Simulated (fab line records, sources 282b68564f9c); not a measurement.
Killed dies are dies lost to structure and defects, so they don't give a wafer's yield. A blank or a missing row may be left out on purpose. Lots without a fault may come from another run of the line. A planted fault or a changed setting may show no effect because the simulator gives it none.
Problem report in the 8D (eight disciplines) form, filled by code | flow rit_cmos | the parts of the form that need people (team, actions taken, sign-off) are left out

1. THE PROBLEM
CONTACT_TEOS_THK at RIT_CONTACT_THK_MEAS_01 reads a mean of 350 nm on 6 wafers of 2 lots; wafers without a fault read 401 nm with a standard deviation of 6. That is -8.5 standard deviations from the usual mean.
First seen on wafer L181.1, day 6 18:15, on film_metro-03. The record holds 42 wafers of 14 lots with a number at this step. Rule for "out", or "out of limits": more than 4 standard deviations from the usual mean. The other wafers with a number count as sound.

2. WHAT IT IS AND WHAT IT IS NOT
question                    | is                           | is not
which readings at this step | CONTACT_TEOS_THK             | -
which lots                  | L181, L184                   | L165, L167, L170, L171, L172, L174, L175, L176, L178, L179, L185, L188
which wafers of those lots  | all that have a number       | -
read on which gauges        | film_metro-02, film_metro-03 | film_metro-04
when                        | from day 6 18:15             | up to then (30 sound wafers); but 6 sound wafers of L185, L188 came after

3. SUSPECTS, AND WHAT RULES EACH OUT
Counting: a tool at a process step up to the reading stays a suspect if it ran every lot that is out and no sound lot after the first of them.
- the gauge at RIT_CONTACT_THK_MEAS_01: ruled out. The wafers that are out were read on 2 gauges (film_metro-02, film_metro-03).
- pecvd-01 at RIT_CONTACT_CVD_00 (deposits SiO2 from TEOS, target thk 400 nm, time 61 s): kept. It ran every lot that is out, first L181 (day 6 18:10), and no sound lot after that; its last sound lot up to then is L178 (day 6 00:26). Its own readings are out on those wafers: run_length_s.
Left after counting: pecvd-01 at RIT_CONTACT_CVD_00.

4. THE CAUSE (what the simulator had put in)
Process parameter drift: pecvd-01, from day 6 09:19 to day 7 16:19, at RIT_CONTACT_CVD_00. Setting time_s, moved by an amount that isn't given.
Counting left only this tool.

5. THE CHAIN OF EFFECTS, in route order
Each row: a reading whose mean over the struck wafers that have a number lies more than 3 standard deviations from the usual. Only readings for which the record gives a usual standard deviation are gone through. hours: the time from each lot's start at the first step in this table that gives one to its start at this step, as a median over the lots. sigmas: the change in usual standard deviations.
hours | step                    | reading          | usual  | on struck wafers | change | sigmas
0     | RIT_CONTACT_CVD_00      | run_length_s     | 88.7 s | 79.8             | -8.9   | -21
0     | RIT_CONTACT_THK_MEAS_01 | CONTACT_TEOS_THK | 401 nm | 350              | -51    | -8.5
The process steps in it:
- RIT_CONTACT_CVD_00: deposits SiO2 from TEOS, target thk 400 nm, time 61 s.

6. WHAT WOULD HAVE CAUGHT IT SOONER
In this record the first reading out of limits at a measuring or inspecting step was taken at day 6 18:15, 9 hours after the fault began at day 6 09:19.
The tool's own readings at RIT_CONTACT_CVD_00 were out on every struck wafer that the step has a row for (run_length_s): an alarm limit on them would have fired on the first of those.
Of the lots that are out (2), L184 began RIT_CONTACT_CVD_00 on pecvd-01 after day 6 18:15. A hold on the tool at that time would have spared it.
